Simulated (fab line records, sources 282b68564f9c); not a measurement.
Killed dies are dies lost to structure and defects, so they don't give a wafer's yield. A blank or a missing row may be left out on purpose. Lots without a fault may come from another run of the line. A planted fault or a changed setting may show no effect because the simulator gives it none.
Split-lot experiment | flow rit_cmos | 5 lots, 23 wafers read, on a route of 202 steps

THE SPLIT
At RIT_PRETRO_IMPLANT_08, the setting energy_kev was moved away from the recipe's 45 on 11 of the 23 wafers read, by -4.0% to -1.7%. The other wafers ran this setting at the recipe's value.

The reading is taken at the split's own step.

THE READING
implant.drp_nm (the simulator's own value, which no gauge read), in nm, at RIT_PRETRO_IMPLANT_08. The file gives no usual value for it.

wafer  | tool, chamber at the split | energy_kev as run | against the recipe | implant.drp_nm, nm | against lot-mates on the recipe
L074.1 | implanter-03, 0            | 45                | recipe             | 55.07              | -
L074.2 | implanter-03, 0            | 45                | recipe             | 55.07              | -
L074.3 | implanter-03, 0            | 43.37             | -3.6%              | 53.87              | -1.20
L074.4 | implanter-03, 0            | 43.37             | -3.6%              | 53.87              | -1.20
L074.5 | implanter-03, 0            | 43.37             | -3.6%              | 53.87              | -1.20
L078.1 | implanter-01, 0            | 44.24             | -1.7%              | 54.52              | -0.55
L078.3 | implanter-01, 0            | 44.24             | -1.7%              | 54.52              | -0.55
L078.6 | implanter-01, 0            | 44.24             | -1.7%              | 54.52              | -0.55
L078.2 | implanter-01, 0            | 45                | recipe             | 55.07              | -
L078.5 | implanter-01, 0            | 45                | recipe             | 55.07              | -
L079.2 | implanter-03, 0            | 43.43             | -3.5%              | 53.92              | -1.15
L079.3 | implanter-03, 0            | 43.43             | -3.5%              | 53.92              | -1.15
L079.5 | implanter-03, 0            | 43.43             | -3.5%              | 53.92              | -1.15
L079.4 | implanter-03, 0            | 45                | recipe             | 55.07              | -
L079.6 | implanter-03, 0            | 45                | recipe             | 55.07              | -
L084.1 | implanter-03, 0            | 45                | recipe             | 55.07              | -
L084.5 | implanter-03, 0            | 45                | recipe             | 55.07              | -
L084.6 | implanter-03, 0            | 45                | recipe             | 55.07              | -
L084.2 | implanter-03, 0            | 43.19             | -4.0%              | 53.74              | -1.33
L084.3 | implanter-03, 0            | 43.19             | -4.0%              | 53.74              | -1.33
L085.2 | implanter-01, 0            | 45                | recipe             | 55.07              | -
L085.4 | implanter-01, 0            | 45                | recipe             | 55.07              | -
L085.5 | implanter-01, 0            | 45                | recipe             | 55.07              | -

THE FIT
A straight line over all 23 wafers: implant.drp_nm changes by +0.33 nm for each +1% of energy_kev; r = +1.00; the points scatter about the line by 0.0033 nm.
The same after taking each lot's own level away (the mean of its wafers on the recipe; 23 wafers): +0.33 nm for each +1%; r = +1.00; scatter 0.0033 nm.
On that fit, the largest move of energy_kev shifts the reading by 1.3 nm.
The lots' own levels span 55.070 to 55.070 nm.
So the lot-to-lot level changes the slope little: the two slopes agree.
Check: with one of the wafers moved furthest among these (-4.0%) left out of the fit, the line predicts -1.33 nm for it against its lot-mates. It came out at -1.33 nm against them.

OTHER SPLITS ON THESE WAFERS
These wafers also went through other splits before the reading. Each is held against what the fit with the lots' levels taken away leaves over:
other split on the same wafers | wafers away from the commonest value | r with implant.drp_nm (lot level and that fit taken away)
RIT_ACTIVE_OXIDATION_01 temp_c | 10                                   | -0.01
RIT_ACTIVE_COAT_06 spin_rpm    | 11                                   | +0.06
RIT_FOX2_OXIDATION_00 temp_c   | 18                                   | -0.58
RIT_FOX2_WET_ETCH_03 time_s    | 18                                   | +0.65
RIT_NWELL_IMPLANT_08 dose_cm2  | 4                                    | +0.36
RIT_PWELL_IMPLANT_08 dose_cm2  | 10                                   | +0.44
RIT_PRETRO_COAT_01 spin_rpm    | 7                                    | +0.16

THE WHOLE CHAIN: every reading that the file lists as answering this split, in the file's order
step                  | what it does | reading                                                         | change (the file's fit)               | r (the file's)
RIT_PRETRO_IMPLANT_08 |              | implant.rp_nm (the simulator's own value, which no gauge read)  | +1.38 nm for each +1% of the setting  | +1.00
RIT_PRETRO_IMPLANT_08 |              | implant.drp_nm (the simulator's own value, which no gauge read) | +0.331 nm for each +1% of the setting | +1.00

THE FILE'S OWN FIT
implant.drp_nm changes by +0.331 nm for each +1% of energy_kev, r = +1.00.
